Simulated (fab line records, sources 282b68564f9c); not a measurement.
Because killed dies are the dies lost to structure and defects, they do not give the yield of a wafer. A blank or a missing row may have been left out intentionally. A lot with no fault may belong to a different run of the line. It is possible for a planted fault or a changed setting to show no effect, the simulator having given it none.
Split-lot trial -- flow rit_cmos -- 23 wafers read across 5 lots, on a route 202 steps long

## ON THE SPLIT
At RIT_GATE_CVD_08 (deposits poly-Si from SiH4, target thk 250 nm, time 2220 s), the setting pressure_mtorr was moved away from the recipe's 300 mTorr on 20 of the 23 wafers read, by -14.8% to +13.8%. For the rest of the wafers, this setting stayed at what the recipe calls for.

Between the split and the reading, the file records no step.

## THE READING
GATE_POLY_THK at RIT_GATE_THK_MEAS_09, in nm. Typical for fault-free wafers on this fab line: 250.6 nm, with standard deviation 2.1 nm.

wafer,"tool, chamber at the split","pressure_mtorr as run, mTorr",against the recipe,"GATE_POLY_THK, nm",against lot-mates on the recipe
L074.2,"-, -",265.2,-11.6%,235.1,no lot-mate on the recipe
L074.3,"-, -",265.2,-11.6%,237.5,no lot-mate on the recipe
L074.4,"-, -",265.2,-11.6%,234.3,no lot-mate on the recipe
L074.5,"-, -",265.2,-11.6%,236.7,no lot-mate on the recipe
L074.6,"-, -",265.2,-11.6%,235.7,no lot-mate on the recipe
L075.2,"-, -",341.5,+13.8%,266.6,no lot-mate on the recipe
L075.3,"-, -",341.5,+13.8%,266.8,no lot-mate on the recipe
L075.4,"-, -",341.5,+13.8%,266.8,no lot-mate on the recipe
L075.5,"-, -",341.5,+13.8%,264.6,no lot-mate on the recipe
L075.6,"-, -",341.5,+13.8%,267.3,no lot-mate on the recipe
L080.1,"-, -",316.5,+5.5%,260.9,no lot-mate on the recipe
L080.3,"-, -",316.5,+5.5%,259.0,no lot-mate on the recipe
L080.4,"-, -",316.5,+5.5%,261.4,no lot-mate on the recipe
L080.5,"-, -",316.5,+5.5%,257.8,no lot-mate on the recipe
L080.6,"-, -",316.5,+5.5%,258.1,no lot-mate on the recipe
L081.1,"lpcvd-02, 0",300,recipe,252.0,-
L081.3,"lpcvd-02, 0",300,recipe,252.2,-
L081.6,"lpcvd-02, 0",300,recipe,253.6,-
L083.1,"-, -",255.6,-14.8%,233.6,no lot-mate on the recipe
L083.3,"-, -",255.6,-14.8%,230.6,no lot-mate on the recipe
L083.4,"-, -",255.6,-14.8%,231.1,no lot-mate on the recipe
L083.5,"-, -",255.6,-14.8%,232.6,no lot-mate on the recipe
L083.6,"-, -",255.6,-14.8%,232.6,no lot-mate on the recipe

THE FIT
A straight line over all 23 wafers: GATE_POLY_THK changes by +1.24 nm for each +1% of pressure_mtorr; r = +0.99; the points scatter about the line by 1.8 nm.
Too few moved wafers with a lot-mate on the recipe to fit a line net of each lot's own level.

## THE WHOLE CHAIN: every reading that the file lists as answering this split, in the file's order
step,what it does,reading,change (the file's fit),r (the file's)
RIT_GATE_CVD_08,"deposits poly-Si from SiH4, target thk 250 nm, time 2220 s","poly-Si_of_GATE_CVD_08.thk_nm (the simulator's own value, which no gauge read)",+1.24 nm for each +1% of the setting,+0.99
RIT_GATE_THK_MEAS_09,,GATE_POLY_THK,+1.24 for each +1% of the setting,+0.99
RIT_GATE_ETCH_19,"etches poly-Si in SF6/CHF3/O2, stops on SiO2, time 165 s, target depth 312.5 nm","etch.depth_nm (the simulator's own value, which no gauge read)",+1.27 nm for each +1% of the setting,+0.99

## THE FILE'S OWN FIT
GATE_POLY_THK changes by +1.24 nm for each +1% of pressure_mtorr, r = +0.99.
